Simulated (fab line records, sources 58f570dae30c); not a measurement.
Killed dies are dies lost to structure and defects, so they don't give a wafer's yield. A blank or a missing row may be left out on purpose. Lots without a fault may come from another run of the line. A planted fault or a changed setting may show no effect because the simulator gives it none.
Which tool did it? | flow berkeley_cmos170 | 6 lots, 18 wafers sampled, at 1 step of a route of 331

WHAT THE GAUGES READ, wafer by wafer
UCB170_NWELL_THK_MEAS_02.
lot  | measured    | on            | NWELL_OXIDE_THK (nm)
L980 | day 2 13:11 | film_metro-03 | 26.3 26.0 26.0
L981 | day 2 22:53 | film_metro-04 | 26.8 26.7 26.5
L983 | day 3 09:41 | film_metro-04 | 27.0 26.7 26.5
L987 | day 4 03:04 | film_metro-04 | 25.5 26.1 25.8
L991 | day 5 00:59 | film_metro-04 | 26.0 25.7 25.9
L997 | day 6 06:47 | film_metro-03 | 25.7 25.3 25.7

WHICH TOOL RAN EACH LOT (tool, then ch and the chambers of the sampled wafers, then the start)
The record holds no process step before these readings.

THE ANSWER, worked out from the rows above alone
Rule: what is usual is taken from the lots themselves. Put in order of their means at a reading, lots are off if they are a third of the lots or fewer, leave a main group of 4 or more, and stand apart from it by a gap of 3 or more times the standard deviation of the main group's means; of several such gaps the widest counts. A main group whose means are all the same, to the digits that the tables above print for the reading, isn't used. A lot without any number at a reading at which 4 lots or more have one is off too. The other lots that the step has rows for count as sound.
No lot is off at any reading shown: from this, nothing can be told.

WHAT THE SIMULATOR HAD PUT IN
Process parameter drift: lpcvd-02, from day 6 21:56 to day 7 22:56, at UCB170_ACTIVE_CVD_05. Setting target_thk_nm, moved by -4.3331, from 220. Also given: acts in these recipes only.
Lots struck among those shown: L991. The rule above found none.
